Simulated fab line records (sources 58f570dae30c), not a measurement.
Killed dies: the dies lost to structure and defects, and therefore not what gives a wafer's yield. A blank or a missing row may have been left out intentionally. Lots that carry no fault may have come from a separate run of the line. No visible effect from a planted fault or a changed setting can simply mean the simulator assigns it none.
8D (eight disciplines) problem report, filled in by code -- flow berkeley cmos170 -- the parts of the form that need people (team, actions taken, sign-off) are left out

1. THE ISSUE
run length s at UCB170_NWELL_SOFTBAKE_08 reads a mean of 91.66 s on 6 wafers of 2 lots; wafers without a fault read 89.11 s with a standard deviation of 0.19. Measured from the usual mean, that is +13 standard deviations.
The step: time 60 s.
Earliest sighting: wafer L148.1 on litho track-04 at day 5 04:33. Wafers with a number at this step in the record: 42, from 14 lots. Rule for "out", or "out of limits": more than 4 standard deviations from the usual mean. The rest of the wafers with a number are treated as sound.

2. WHAT IT IS, AND WHAT IT ISN'T
question,is,is not
which readings at this step,run length s,-
which lots,"L148, L150","L134, L136, L137, L138, L139, L142, L143, L144, L152, L153, L154, L155"
which wafers of those lots,all that have a number,-
read on which tools,litho track-04,"litho track-01, litho track-03"
when,from day 5 04:33,"up to then (24 sound wafers); but 12 sound wafers of L152, L153, L154, L155 came after"

3. THE SUSPECTS, EACH WITH WHAT RULES IT OUT
Counting: a tool stays on the suspect list if, at a process step up to the reading, it processed all lots that are out and no sound lot following the first of them.
- litho track-04 at UCB170_NWELL_SOFTBAKE_08 (time 60 s): kept. It ran every lot that is out, first L148 (day 5 04:33), and no sound lot after that; its last sound lot up to then is L143 (day 4 10:12). On those wafers its own readings are out: run length s.
Remaining after the count: litho track-04 at UCB170_NWELL_SOFTBAKE_08.

4. THE CAUSE (what the simulator had put in)
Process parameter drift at UCB170_NWELL_SOFTBAKE_08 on litho track-04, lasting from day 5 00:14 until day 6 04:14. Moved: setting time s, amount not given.
Only this tool survived the counting.

5. THE CHAIN OF EFFECTS, in route order
Rows list readings where the struck wafers' mean (over those with a number) sits beyond 3 standard deviations from the usual. Only readings whose record carries a usual standard deviation are examined. hours: median over the lots of the time between each lot's start at the first step of this table that gives one and its start at this step. sigmas: the change, counted in usual standard deviations.
hours,step,reading,usual,on struck wafers,change,sigmas
0,UCB170_NWELL_SOFTBAKE_08,run length s,89.11 s,91.66,+2.55,+13
Its process steps:
- UCB170_NWELL_SOFTBAKE_08: time 60 s.
At these later measuring or inspecting steps, every struck wafer for which the step has a row has a number for every such reading, and none has moved that far: UCB170_PWELL_OVL_MEAS_13, UCB170_SACOX_THK_MEAS_02, UCB170_V1_OVL_MEAS_13.

6. HOW IT WOULD HAVE BEEN CAUGHT EARLIER
4 hours passed between the start of the fault at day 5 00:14 and the first reading out of limits in this record, taken at day 5 04:33.
